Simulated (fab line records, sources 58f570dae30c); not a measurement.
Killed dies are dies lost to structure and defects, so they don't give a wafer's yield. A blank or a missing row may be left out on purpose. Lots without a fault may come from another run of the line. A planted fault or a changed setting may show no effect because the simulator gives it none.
Split-lot experiment | flow berkeley_cmos170 | 5 lots, 23 wafers read, on a route of 331 steps

THE SPLIT
At UCB170_V2_EXPOSE_09 (exposes mask VIA2, target cd 700 nm), the setting dose_mj was moved away from the recipe's 37 on 11 of the 23 wafers read, by -4.2% to +3.0%. The other wafers ran this setting at the recipe's value.

FROM THE SPLIT TO THE READING: what the file shows between them, 5 steps
- UCB170_V2_PEB_10
- UCB170_V2_DEVELOP_11: develop time 45 s
- UCB170_V2_CD_MEAS_12: target cd 700 nm
- UCB170_V2_ETCH_14: etches SiO2 in CHF3/CF4/Ar, stops on Al, target depth 1250 nm, time 291 s (also split here: rf_w)
- UCB170_V2_STRIP_15: strips in O2

THE READING
cd_nm, in nm, at UCB170_V2_CD_MEAS_90 (target cd 700 nm). Fault-free wafers of this fab line usually give 700.1 nm, standard deviation 1.7 nm.

wafer  | tool, chamber at the split | dose_mj as run | against the recipe | cd_nm, nm | against lot-mates on the recipe
L075.1 | krf_scanner-02, 0          | 35.43          | -4.2%              | 690.3     | -9.5
L075.2 | krf_scanner-02, 0          | 35.43          | -4.2%              | 694.8     | -5.0
L075.3 | krf_scanner-02, 0          | 37             | recipe             | 700.1     | -
L075.4 | krf_scanner-02, 0          | 37             | recipe             | 699.5     | -
L075.5 | krf_scanner-02, 0          | 35.43          | -4.2%              | 692.1     | -7.7
L077.1 | krf_scanner-01, 0          | 37             | recipe             | 701.6     | -
L077.2 | krf_scanner-01, 0          | 38.12          | +3.0%              | 706.3     | +6.0
L077.4 | krf_scanner-01, 0          | 37             | recipe             | 698.9     | -
L077.5 | krf_scanner-01, 0          | 38.12          | +3.0%              | 704.7     | +4.5
L077.6 | krf_scanner-01, 0          | 38.12          | +3.0%              | 703.5     | +3.2
L085.2 | krf_scanner-01, 0          | 35.62          | -3.7%              | 694.1     | -6.4
L085.3 | krf_scanner-01, 0          | 37             | recipe             | 700.5     | -
L085.4 | krf_scanner-01, 0          | 35.62          | -3.7%              | 694.2     | -6.3
L085.5 | krf_scanner-01, 0          | 35.62          | -3.7%              | 695.4     | -5.1
L085.6 | krf_scanner-01, 0          | 37             | recipe             | 700.5     | -
L084.2 | krf_scanner-01, 0          | 37             | recipe             | 698.7     | -
L084.3 | krf_scanner-01, 0          | 37             | recipe             | 698.2     | -
L084.6 | krf_scanner-01, 0          | 37             | recipe             | 698.9     | -
L083.1 | krf_scanner-01, 0          | 38.04          | +2.8%              | 706.9     | +5.6
L083.2 | krf_scanner-01, 0          | 38.04          | +2.8%              | 705.3     | +4.0
L083.3 | krf_scanner-01, 0          | 37             | recipe             | 701.8     | -
L083.5 | krf_scanner-01, 0          | 37             | recipe             | 700.8     | -
L083.6 | krf_scanner-01, 0          | 37             | recipe             | 701.3     | -

THE FIT
A straight line over all 23 wafers: cd_nm changes by +1.71 nm for each +1% of dose_mj; r = +0.95; the points scatter about the line by 1.4 nm.
The same after taking each lot's own level away (the mean of its wafers on the recipe; 23 wafers): +1.64 nm for each +1%; r = +0.97; scatter 1 nm.
On that fit, the largest move of dose_mj shifts the reading by 7 nm.
The lots' own levels span 698.60 to 701.30 nm, that is 1.6 times the standard deviation above.
So the lot-to-lot level changes the slope little: the two slopes agree.
Check: with one of the wafers moved furthest among these (-4.2%) left out of the fit, the line predicts -6.6 nm for it against its lot-mates. It came out at -9.5 nm against them.

OTHER SPLITS ON THESE WAFERS
These wafers also went through other splits before the reading. Each is held against what the fit with the lots' levels taken away leaves over:
other split on the same wafers | wafers away from the commonest value | r with cd_nm (lot level and that fit taken away)
UCB170_M2_PEB_13 peb_temp_c    | 8                                    | -0.15
UCB170_M2_METAL_ETCH_18 icp_w  | 5                                    | +0.15
UCB170_V2_ETCH_14 rf_w         | 6                                    | -0.04

THE WHOLE CHAIN: every reading that the file lists as answering this split, in the file's order
step                 | what it does                                                              | reading                                                   | change (the file's fit)              | r (the file's)
UCB170_V2_CD_MEAS_12 | target cd 700 nm                                                          | cd_nm                                                     | +1.72 nm for each +1% of the setting | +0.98
UCB170_V2_ETCH_14    | etches SiO2 in CHF3/CF4/Ar, stops on Al, target depth 1250 nm, time 291 s | V2.cd_nm (the simulator's own value, which no gauge read) | +1.68 nm for each +1% of the setting | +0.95
UCB170_V2_CD_MEAS_90 | target cd 700 nm                                                          | cd_nm                                                     | +1.65 nm for each +1% of the setting | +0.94

THE FILE'S OWN FIT
cd_nm changes by +1.65 nm for each +1% of dose_mj, r = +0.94.
